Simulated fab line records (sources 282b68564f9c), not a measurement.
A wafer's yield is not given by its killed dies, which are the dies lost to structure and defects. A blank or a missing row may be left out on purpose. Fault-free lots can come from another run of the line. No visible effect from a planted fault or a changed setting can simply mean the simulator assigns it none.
fab line records | flow rit_cmos
record: lots: 14 wafers: 42 last_day: 8
route steps=202 shown ACTIVE@1 FOX1@21 M1@186
lots with no fault: from the same line, run without faults
start_h: the number of hours between the record's first day and the start of the first shown wafer of the lot | wait_h: time in hours since the lot's previous step | " unchanged from the row above | L1.1+2: several wafers, shown together as one row | - no value present, or no start provided | * or withheld: withheld | < > ~ a bound
route shown NAME@n: names a module that has steps shown in the file, with the first one's number in the route | usual: mean/standard deviation of fault-free wafers | same: alike in all rows | chamber/n: place in a boat | sites: each site's reading | _std_site: the values' standard deviation | _edge_site: mean of outer sites minus mean of inner sites | radius_mm: for every site, how far away it sits from the centre of the wafer | mask NAME#n: copy n | behind: the most recent tool/chamber to have shaped the wafer | hold: reason for holding the lot/hours on hold/outcome of the hold | device: names the non-switching transistor (n, p or np) | end of line: the tests these same wafers got at the end of their route | where a step has no rows: the recipe by itself | killed: the dies lost at the first sort to structure and to defects; this is not the yield of the wafer | map: dies across one wafer; x = killed, . = not, _ = none there
set.NAME: the setting that was run; set.NAME@STEP: the one run at that earlier step | model.NAME: the simulator's own value behind a step, which no gauge read
steps of the route over a sample of lots; a table a step, a row a wafer
services: from which hour (start_h, from the record's first day; less than 0 if before it) a tool's chamber was out of use, for how many hours, and why
== steps ==
step: RIT_ACTIVE_BOW_MEAS_00
recipe: mode: bow
usual: INCOMING_BOW: 1/5.9
columns lot.wafer tool chamber start_h wait_h INCOMING_BOW[um]
L870.1 film_metro-04 - 10.00 - 1
L870.5 " - " " -2
L870.6 " - " " 6
L871.4 film_metro-03 - 15.06 - 0
L871.5 " - " " 4
L871.6 " - " " 3
L872.3 film_metro-04 - 20.04 - -1
L872.4 " - " " -6
L872.5 " - " " 0
L873.1 film_metro-03 - 25.00 - -4
L873.2 " - " " -5
L873.5 " - " " 6
L874.2 film_metro-03 - 30.02 - -6
L874.4 " - " " -4
L874.6 " - " " -2
L877.1 film_metro-03 - 45.00 - -1
L877.3 " - " " -11
L877.4 " - " " -1
L878.2 film_metro-01 - 50.02 - -1
L878.3 " - " " 1
L878.6 " - " " 4
L886.1 film_metro-01 - 90.00 - 1
L886.2 " - " " 0
L886.4 " - " " -4
L888.1 film_metro-04 - 100.00 - 3
L888.2 " - " " -11
L888.6 " - " " -1
L889.1 film_metro-03 - 105.00 - 1
L889.2 " - " " 2
L889.3 " - " " 2
L890.1 film_metro-04 - 110.00 - 1
L890.3 " - " " 0
L890.6 " - " " -13
L891.3 film_metro-01 - 115.04 - 3
L891.5 " - " " -3
L891.6 " - " " 3
L892.1 film_metro-04 - 120.00 - -14
L892.2 " - " " 17
L892.4 " - " " 3
L893.1 film_metro-01 - 125.00 - -2
L893.2 " - " " -2
L893.3 " - " " 5
step: RIT_ACTIVE_ETCH_13
recipe: stop_on: SiO2 chemistry: SF6 target: Si3N4 time_s: 210 over_etch_frac: 0.4 SF6_flow_sccm: 200 pressure_mtorr: 260 rf_w: 125 target_depth_a: 2100
usual: SF6_flow_sccm: 199.9/0.59 chamber_pressure_mTorr: 260.00/0.22 drypump_motor_current_A: 6.0/0.5 oes_product_au: 0.815/0.011 over_etch_frac: 0.4/0 throttle_valve_pct: 7.53/0.12
columns lot.wafer tool chamber start_h wait_h SF6_flow_sccm chamber_pressure_mTorr drypump_motor_current_A oes_product_au over_etch_frac rf_hours_counter_h throttle_valve_pct
L870.1 rie_diel-04 3 15.21 0.1 199.5 260.09 5.5 0.816 0.4 90 7.38
L870.5 " 3 " " 200.4 259.75 5.4 0.835 0.4 - 7.39
L870.6 " 0 " " 199.5 260.16 6.1 0.838 0.4 - 7.46
L871.4 rie_diel-04 2 21.22 0.1 200.3 259.61 5.6 0.821 0.4 2 7.37
L871.5 " 1 " " 200.5 259.83 5.5 0.818 0.4 - 7.73
L871.6 " 0 " " 200.4 260.02 6.1 0.838 0.4 - 7.47
L872.3 rie_diel-04 1 25.78 0.1 199.9 259.90 5.5 0.823 0.4 53 7.73
L872.4 " 0 " " 200.7 260.08 6.1 0.833 0.4 124 7.48
L872.5 " 0 " " 200.9 260.15 6.1 0.827 0.4 - 7.48
L873.1 rie_diel-02 2 31.34 0.1 200.0 260.02 5.7 0.813 0.4 35 7.53
L873.2 " 0 " " 200.1 259.96 6.1 0.801 0.4 40 7.63
L873.5 " 1 " " 199.3 260.12 6.4 0.807 0.4 - 7.67
L874.2 rie_diel-03 2 35.24 0.1 199.4 260.01 6.7 0.808 0.4 3 7.39
L874.4 " 3 " " 200.0 259.56 5.9 0.829 0.4 4 7.67
L874.6 " 2 " " 199.7 260.11 6.7 0.810 0.4 - 7.37
L877.1 rie_diel-03 2 51.82 0.1 - - - - - - -
L877.3 " 1 " " - - - - - - -
L877.4 " 0 " " - - - - - - -
L878.2 rie_diel-03 0 56.55 0.1 - - - - - - -
L878.3 " 3 " " - - - - - - -
L878.6 " 1 " " - - - - - - -
L886.1 rie_diel-02 1 96.85 0.1 200.2 259.97 6.4 0.808 0.4 1 7.66
L886.2 " 0 " " 200.2 260.22 6.2 0.789 0.4 41 7.64
L886.4 " 2 " " 199.9 259.86 5.7 0.811 0.4 36 7.54
L888.1 rie_diel-03 0 105.87 0.1 200.2 260.28 5.1 0.800 0.4 14 7.59
L888.2 " 2 " " 200.1 260.11 6.6 0.799 0.4 4 7.35
L888.6 " 2 " " 199.7 260.19 6.6 0.798 0.4 - 7.36
L889.1 rie_diel-03 3 110.72 0.1 199.3 260.41 5.9 0.832 0.4 5 7.65
L889.2 " 2 " " 199.4 259.63 6.7 0.811 0.4 4 7.37
L889.3 " 1 " " 201.0 259.84 6.0 0.807 0.4 91 7.52
L890.1 rie_diel-03 1 115.09 0.1 199.6 260.35 6.0 0.810 0.4 91 7.53
L890.3 " 3 " " 199.2 260.00 5.9 0.825 0.4 5 7.66
L890.6 " 3 " " 199.4 259.90 5.9 0.824 0.4 - 7.68
L891.3 rie_diel-03 2 121.00 0.1 199.6 260.12 6.7 0.810 0.4 5 7.37
L891.5 " 3 " " 200.4 260.09 5.9 0.831 0.4 - 7.67
L891.6 " 2 " " 199.0 259.95 6.7 0.815 0.4 - 7.38
L892.1 rie_diel-02 3 127.66 0.1 199.4 260.19 5.1 0.835 0.4 70 7.43
L892.2 " 1 " " 199.4 260.14 6.4 0.815 0.4 2 7.66
L892.4 " 2 " " 200.3 259.91 5.7 0.806 0.4 36 7.52
L893.1 rie_diel-03 0 130.78 0.1 200.3 259.59 5.1 0.807 0.4 14 7.61
L893.2 " 2 " " 199.5 260.28 6.7 0.817 0.4 5 7.38
L893.3 " 1 " " 199.6 259.91 6.0 0.806 0.4 92 7.54
step: RIT_ACTIVE_CD_MEAS_90
recipe: target_cd_nm: 1400
usual: cd_nm: 1400.1/2.1
columns lot.wafer tool chamber start_h wait_h cd_nm
L870.1 cd_sem-02 - 15.52 0.1 1401.1
L870.5 " - " " 1400.7
L870.6 " - " " 1401.2
L871.4 cd_sem-01 - 21.59 0.1 1404.0
L871.5 " - " " 1405.8
L871.6 " - " " 1404.2
L872.3 cd_sem-01 - 26.13 0.1 1400.8
L872.4 " - " " 1399.1
L872.5 " - " " 1399.7
L873.1 cd_sem-01 - 31.64 0.1 1398.0
L873.2 " - " " 1399.8
L873.5 " - " " 1398.9
L874.2 cd_sem-01 - 35.57 0.1 1399.5
L874.4 " - " " 1399.6
L874.6 " - " " 1399.3
L877.1 cd_sem-02 - 52.13 0.1 -
L877.3 " - " " -
L877.4 " - " " -
L878.2 cd_sem-01 - 56.88 0.1 -
L878.3 " - " " -
L878.6 " - " " -
L886.1 cd_sem-01 - 97.28 0.2 1397.8
L886.2 " - " " 1398.2
L886.4 " - " " 1397.3
L888.1 cd_sem-02 - 106.18 0.1 1398.5
L888.2 " - " " 1397.6
L888.6 " - " " 1396.8
L889.1 cd_sem-01 - 111.03 0.1 1403.7
L889.2 " - " " 1401.6
L889.3 " - " " 1402.4
L890.1 cd_sem-02 - 115.40 0.1 1401.0
L890.3 " - " " 1400.8
L890.6 " - " " 1401.6
L891.3 cd_sem-02 - 121.35 0.1 1399.7
L891.5 " - " " 1396.7
L891.6 " - " " 1396.9
L892.1 cd_sem-02 - 127.97 0.1 1398.9
L892.2 " - " " 1400.8
L892.4 " - " " 1399.9
L893.1 cd_sem-01 - 131.09 0.1 1401.1
L893.2 " - " " 1401.0
L893.3 " - " " 1400.4
step: RIT_FOX1_THK_MEAS_01
recipe: reads: SiO2_of_FOX1_OXIDATION_00
usual: FOX1_OXIDE_THK: 352/6.8
columns lot.wafer tool chamber start_h wait_h FOX1_OXIDE_THK[nm]
L870.1 film_metro-04 - 19.65 0.0 344
L870.5 " - " " 341
L870.6 " - " " 342
L871.4 film_metro-02 - 23.96 0.0 360
L871.5 " - " " 360
L871.6 " - " " 361
L872.3 film_metro-04 - 29.84 0.0 360
L872.4 " - " " 356
L872.5 " - " " 359
L873.1 film_metro-04 - 34.38 0.0 358
L873.2 " - " " 348
L873.5 " - " " 346
L874.2 film_metro-04 - 39.13 0.0 343
L874.4 " - " " 341
L874.6 " - " " 338
L886.1 film_metro-02 - 100.08 0.0 344
L886.2 " - " " 341
L886.4 " - " " 342
L888.1 film_metro-02 - 109.09 0.0 350
L888.2 " - " " 352
L888.6 " - " " 347
L889.1 film_metro-04 - 112.83 0.0 353
L889.2 " - " " 352
L889.3 " - " " 348
L890.1 film_metro-04 - 119.66 0.0 362
L890.3 " - " " 356
L890.6 " - " " 352
L891.3 film_metro-02 - 125.31 0.0 358
L891.5 " - " " 361
L891.6 " - " " 356
L892.1 film_metro-03 - 129.81 0.0 361
L892.2 " - " " 355
L892.4 " - " " 360
L893.1 film_metro-02 - 134.56 0.0 341
L893.2 " - " " 349
L893.3 " - " " 348
step: RIT_M1_THK_MEAS_02
recipe: thk_meas_gauge: xrf reads: Al_of_M1_SPUTTER_00
usual: M1_AL_THK: 420/3.7
columns lot.wafer tool chamber start_h wait_h M1_AL_THK[nm]
L870.1 film_metro-01 - 60.74 0.1 415
L870.5 " - " " 414
L870.6 " - " " 414
L871.4 film_metro-04 - 72.66 0.1 419
L871.5 " - " " 417
L871.6 " - " " 420
L872.3 film_metro-01 - 72.97 0.1 424
L872.4 " - " " 422
L872.5 " - " " 425
L873.1 film_metro-04 - 82.30 0.1 419
L873.2 " - " " 418
L873.5 " - " " 418
L874.2 film_metro-03 - 87.03 0.1 421
L874.4 " - " " 419
L874.6 " - " " 422
L886.1 film_metro-01 - 142.35 0.1 428
L886.2 " - " " 426
L886.4 " - " " 423
L888.1 film_metro-01 - 147.85 0.1 421
L888.2 " - " " 427
L888.6 " - " " 423
L889.1 film_metro-01 - 152.12 0.1 423
L889.2 " - " " 424
L889.3 " - " " 423
L890.1 film_metro-04 - 159.64 0.1 419
L890.3 " - " " 422
L890.6 " - " " 418
L891.3 film_metro-01 - 167.74 0.1 428
L891.5 " - " " 427
L891.6 " - " " 422
L892.1 film_metro-03 - 177.03 0.1 418
L892.2 " - " " 423
L892.4 " - " " 418
L893.1 film_metro-04 - 178.08 0.1 415
L893.2 " - " " 418
L893.3 " - " " 419
step: RIT_M1_PROBE_99
usual: killed_at_M0_to_M3: 0.0/0.12 killed_at_contacts: 0.0/0.16 killed_at_front_end: 7.5/2.8 killed_dies: 7.6/2.9 killed_on_rim: 2.1/1.4 killed_open: 3.7/2 killed_short: 3.8/2
same: gross_dies: 264 killed_at_M4_up: 0 killed_at_back_side: 0 killed_at_other: 0
columns lot.wafer tool chamber start_h wait_h killed_at_M0_to_M3 killed_at_contacts killed_at_front_end killed_dies killed_on_rim killed_open killed_short
L870.1 prober-01 - 64.49 0.1 0 0 10 10 3 5 5
L870.5 prober-01 - 64.69 0.2 0 0 8 8 3 6 2
L870.6 prober-01 - 64.74 0.2 0 0 3 3 1 1 2
L877.1 prober-02 - 105.14 0.1 0 0 264 264 70 2 3
L877.3 prober-02 - 105.24 0.2 0 0 264 264 70 6 1
L877.4 prober-02 - 105.29 0.2 0 0 264 264 70 2 4
L878.2 prober-01 - 109.34 0.1 0 0 264 264 70 3 3
L878.3 prober-01 - 109.39 0.2 0 0 264 264 70 3 5
L878.6 prober-01 - 109.54 0.2 0 0 264 264 70 2 1
L886.1 prober-02 - 146.07 0.1 0 0 8 8 2 5 3
L886.2 prober-02 - 146.12 0.1 0 0 6 6 2 1 5
L886.4 prober-02 - 146.22 0.2 0 0 10 10 1 4 6
L893.1 prober-01 - 182.13 0.1 0 0 8 8 2 6 2
L893.2 prober-01 - 182.18 0.1 0 0 9 9 1 3 6
L893.3 prober-01 - 182.23 0.2 0 1 13 14 3 5 9
killed by level:class
L870.1 REOX:geometric_particle:short=3 REOX:geometric_particle:open=2 SILICIDE:geometric_particle:short=2 GATE:geometric_particle:open=1 SPACER:geometric_particle:open=1 SILICIDE:geometric_particle:open=1
L870.5 GATE:geometric_particle:open=3 SILICIDE:geometric_particle:open=2 FOX2:geometric_particle:open=1 REOX:geometric_particle:short=1 SILICIDE:geometric_particle:short=1
L870.6 FOX1:geometric_particle:open=1 FOX2:geometric_particle:short=1 GATE:geometric_particle:short=1
L877.1 ACTIVE:area_etch=259 GATE:geometric_particle:short=1 GATE:geometric_particle:open=1 SPACER:geometric_particle:open=1 SPACER:geometric_particle:short=1 SILICIDE:geometric_particle:short=1
L877.3 ACTIVE:area_etch=257 GATE:geometric_particle:open=3 SPACER:geometric_particle:open=2 FOX1:geometric_particle:short=1 FOX2:geometric_particle:open=1
L877.4 ACTIVE:area_etch=258 GATE:geometric_particle:short=2 SILICIDE:geometric_particle:short=2 GATE:geometric_particle:open=1 SILICIDE:geometric_particle:open=1
L878.2 ACTIVE:area_etch=258 FOX1:geometric_particle:open=1 FOX2:geometric_particle:open=1 FOX2:geometric_particle:short=1 GATE:geometric_particle:open=1 GATE:geometric_particle:short=1 REOX:geometric_particle:short=1
L878.3 ACTIVE:area_etch=256 FOX1:geometric_particle:short=2 GATE:geometric_particle:short=2 GATE:geometric_particle:open=2 REOX:geometric_particle:short=1 SPACER:geometric_particle:open=1
L878.6 ACTIVE:area_etch=261 FOX1:geometric_particle:open=1 FOX2:geometric_particle:short=1 GATE:geometric_particle:open=1
L886.1 GATE:geometric_particle:open=4 GATE:geometric_particle:short=2 FOX2:geometric_particle:short=1 SPACER:geometric_particle:open=1
L886.2 SPACER:geometric_particle:short=2 SILICIDE:geometric_particle:short=2 FOX2:geometric_particle:short=1 SPACER:geometric_particle:open=1
L886.4 FOX2:geometric_particle:short=2 GATE:geometric_particle:short=2 FOX2:geometric_particle:open=1 GATE:geometric_particle:open=1 REOX:geometric_particle:open=1 REOX:geometric_particle:short=1 SPACER:geometric_particle:open=1 SILICIDE:geometric_particle:short=1
L893.1 GATE:geometric_particle:open=5 GATE:geometric_particle:short=1 REOX:geometric_particle:open=1 SILICIDE:geometric_particle:short=1
L893.2 REOX:geometric_particle:short=3 GATE:geometric_particle:open=2 FOX2:geometric_particle:short=1 GATE:geometric_particle:short=1 SPACER:geometric_particle:open=1 SPACER:geometric_particle:short=1
L893.3 GATE:geometric_particle:short=3 REOX:geometric_particle:short=2 SPACER:geometric_particle:open=2 FOX1:geometric_particle:short=1 FOX2:geometric_particle:short=1 GATE:geometric_particle:open=1 REOX:geometric_particle:open=1 SILICIDE:geometric_particle:short=1
== services ==
columns tool chamber start_h hours kind
rie_diel-03 3 5.97 8.9 repair
rie_diel-04 3 60.04 2.2 repair
rie_diel-03 1 87.23 1.5 repair
rie_diel-02 3 100.56 8.9 repair
rie_diel-04 - 107.70 28.1 pm
rie_diel-03 0 109.68 10.8 repair
== key ==
first_sign: step: RIT_ACTIVE_ETCH_13 reading: tool_record direction: missing
effect: step: RIT_ACTIVE_CD_MEAS_90 reading: cd_nm direction: missing
effect: step: RIT_M1_PROBE_99 reading: killed_at_front_end direction: up sigmas: 91 usual: 7.5 struck: 264
more_kills_born_at: RIT_ACTIVE_ETCH_13@rie_diel-03: 1549
met_at RIT_ACTIVE_ETCH_13
struck_lots L877,L878
later_rows_left_out L877.1,L877.3,L877.4,L878.2,L878.3,L878.6
tester_left_out L877,L878
not_acting_at RIT_ACTIVE_BOW_MEAS_00,RIT_FOX1_THK_MEAS_01,RIT_M1_THK_MEAS_02
onset_between 35.24 51.82
fault: kind: skipped_step_whole tool: rie_diel-03 chamber: - onset_h: 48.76 steps: RIT_ACTIVE_ETCH_13 scope: struck_lots_only
tester_left_out: of these lots the tester's yield and bins aren't shown, on N5 and GAA mostly nor the transistor test; their killed dies are dies lost to structure and defects alone, not to doping, threshold or leakage, so they don't give the yield
later_rows_left_out: the simulator's readings of these wafers behind a module that went badly wrong aren't trusted and aren't shown, but for the sort
